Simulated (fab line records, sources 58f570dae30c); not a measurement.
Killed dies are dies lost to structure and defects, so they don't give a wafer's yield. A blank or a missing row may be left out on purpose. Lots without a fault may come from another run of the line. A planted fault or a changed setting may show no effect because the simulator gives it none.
A struck lot beside a sound one | flow berkeley_cmos170 | 20 steps out of a route of 331
Sound: wafers L115.3, L115.4, L115.5. Struck: wafers L110.2, L110.3, L110.5. The cause comes at the end.
At each step with rows: each side's tool, then ch and its chambers, then its first start. Under that, the readings that differ: sound wafers | struck wafers | difference of the means | sigmas: that difference in standard deviations of wafers without a fault.
alike: readings whose means differ by less than 2 such deviations, and words and numbers that are the same on both sides. not compared: withheld readings, readings that some wafer has no value for, bounds like >300 that may hide the same value, and numbers for which the record gives no deviation and whose values overlap.
The two part at a step that has a row with sigmas, a row that says differs or no value, or rows on one side only. Numbers that don't overlap but have no deviation are shown without sigmas and don't part them. A reading that every wafer of one side lacks parts them only if that side has two wafers or more.

UCB170_ZERO_STRIP_07: strips in O2.
  sound on plasma_asher-01 ch 0,1, day 4 10:01; struck on plasma_asher-01 ch 0,1, day 3 07:47
  alike: drypump_motor_current_A, oes_product_au, strip_time_to_endpoint_s
  not compared: rf_hours_counter_h
then, 2 steps without rows for these wafers: UCB170_NWELL_WET_ETCH_00 (etches SiO2 in dHF, time 200 s); UCB170_NWELL_OXIDATION_01 (target thk 26.4 nm, ox time 1260 s).
UCB170_NWELL_THK_MEAS_02:
  sound on film_metro-04, day 4 11:56; struck on film_metro-01, day 3 14:03
  reading              | sound          | struck         | difference | sigmas
  NWELL_OXIDE_THK (nm) | 27.0 26.7 26.6 | 25.5 25.4 25.8 | -1.2       | -3
then, 2 steps without rows for these wafers: UCB170_NWELL_ANNEAL_03 (time 900 s); UCB170_NWELL_CVD_04 (deposits Si3N4 from SiH2Cl2/NH3, target thk 224 nm, time 3360 s).
UCB170_NWELL_THK_MEAS_05:
  sound on film_metro-02, day 4 21:10; struck on film_metro-01, day 3 22:17
  reading                | sound             | struck            | difference | sigmas
  NWELL_NITRIDE_THK (nm) | 225.2 226.2 225.9 | 232.5 232.7 232.6 | +6.8       | +3
then, 5 steps without rows for these wafers: UCB170_NWELL_HMDS_06 (prime time 60 s); UCB170_NWELL_COAT_07 (resist thk 900 nm); UCB170_NWELL_SOFTBAKE_08 (time 60 s); UCB170_NWELL_EXPOSE_09 (exposes mask NWELL, target cd 3000 nm); UCB170_NWELL_PEB_10.
UCB170_NWELL_DEVELOP_11: develop time 45 s.
  sound on litho_track-01 ch 0, day 4 23:00; struck on litho_track-03 ch 0, day 4 00:00
UCB170_NWELL_OVL_MEAS_12:
  sound on overlay-02, day 4 23:11; struck on overlay-02, day 4 00:35
  reading        | sound    | struck   | difference | sigmas
  NWELL_OVL (nm) | 13 10 10 | -2 -3 -2 | -13        | -2
UCB170_NWELL_ETCH_13: etches Si3N4 in CH3F/Ar/O2, stops on SiO2, target depth 246.4 nm, time 154 s.
  sound on rie_diel-01 ch 0,2,3, day 4 23:13; struck on rie_diel-01 ch 1,3, day 4 00:37
  alike: drypump_motor_current_A, oes_product_au, rf_fwd_power_W, throttle_valve_pct
  not compared: rf_hours_counter_h
then, 1 step without rows for these wafers: UCB170_NWELL_IMPLANT_14.
UCB170_NWELL_STRIP_15: strips in O2.
  sound on plasma_asher-01 ch 0,1, day 4 23:29; struck on plasma_asher-04 ch 0,1, day 4 00:52
  alike: drypump_motor_current_A, oes_product_au, strip_time_to_endpoint_s
  not compared: rf_hours_counter_h
UCB170_NWELL_TW_MEAS_16:
  sound on film_metro-01, day 4 23:35; struck on film_metro-01, day 4 00:59
  reading  | sound          | struck      | difference | sigmas
  NWELL_TW | 1245 1245 1245 | 408 397 394 | -845       | -99 or more
then, 1 step without rows for these wafers: UCB170_NWELL_CLEAN_17 (cleans in SPM, time 600 s).
-- the record jumps here: 6 days lie between the struck wafers' starts before and after (it left off in module NWELL and takes up again in module M3, whose first step shown is number 331 of the route) --
UCB170_M3_PROBE_99:
  the record has rows for the struck wafers here (prober-02, day 10 10:29) and none for the sound ones

WHERE THEY PART
First at UCB170_NWELL_THK_MEAS_02; last, within this record, at UCB170_M3_PROBE_99.

WHY: what the simulator had put in
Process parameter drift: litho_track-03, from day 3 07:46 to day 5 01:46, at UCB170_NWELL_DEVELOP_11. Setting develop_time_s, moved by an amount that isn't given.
